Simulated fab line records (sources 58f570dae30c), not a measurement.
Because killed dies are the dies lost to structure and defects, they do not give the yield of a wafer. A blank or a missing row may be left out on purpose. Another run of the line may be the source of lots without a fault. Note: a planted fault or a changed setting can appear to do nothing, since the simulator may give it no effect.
2 desks looking at one fault	flow berkeley_cmos170	only its own numbers are on each desk; what lay behind them is given at the end

== FROM THE METROLOGY DESK ==
Lot by lot, what the gauges showed, no matter which tool ran the lot: averages of those sampled wafers that carry a number. Marked OUT: a lot whose mean sits more than 4 standard deviations from the usual mean, which makes it out of limits; the brackets give that distance.
Columns: A = SPACER_TEOS_THK at UCB170_SPACER_THK_MEAS_01, usual 374 nm; B = cd_nm at UCB170_PSD_CD_MEAS_06, usual 1199.6 nm; C = PSD_OVL at UCB170_PSD_OVL_MEAS_07, usual 3 nm
lot	first seen here	A	B	C
L417	day 7 06:02	379	1197.7	8
L418	day 7 18:17	372	1203.0	4
L420	day 8 01:45	380	1197.9	-5
L424	day 8 21:29	378	1199.3	4
L427	day 9 12:47	375	1200.8	-1
L431	day 10 03:16	371	1199.9	9
Finding of this desk: none of the 6 lots has anything out of limits.

== FOR THE TOOL OWNER'S DESK: implanter-03 ==
The tool's own readings at UCB170_PSD_IMPLANT_08, given as means over the sampled wafers that have a number, one for each lot that went through this tool. Marked OUT: a lot whose mean sits more than 4 standard deviations from the usual mean, which makes it out of limits; the brackets give that distance.
Columns: A = beam_energy_keV at UCB170_PSD_IMPLANT_08, usual 19.998
lot	first seen here	A
L417	day 7 12:12	19.991
L418	day 7 22:26	19.805 (-30) OUT
L424	day 9 04:44	19.800 (-30) OUT
This desk's verdict: out of limits on L418, L424, starting with L418 at day 7 22:26 (beam_energy_keV at UCB170_PSD_IMPLANT_08). In limits: L417.

== TAKEN TOGETHER ==
At day 7 22:26, on L418, L424, the tool owner's desk was in a position to raise an alarm.
Nothing out of limits was seen by the metrology desk.
The metrology desk holds a record of L418, L424, inside its limits.
All the named lots went through UCB170_PSD_IMPLANT_08 on implanter-03.

== WHAT WAS PUT IN BY THE SIMULATOR ==
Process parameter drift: implanter-03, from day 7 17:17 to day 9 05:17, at UCB170_PSD_IMPLANT_08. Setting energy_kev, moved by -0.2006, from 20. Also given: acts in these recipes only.
Shown lots that were struck: L418, L424.
How many hours passed from the start of the fault until each desk's first out-of-limits reading: the tool owner's desk, 5.
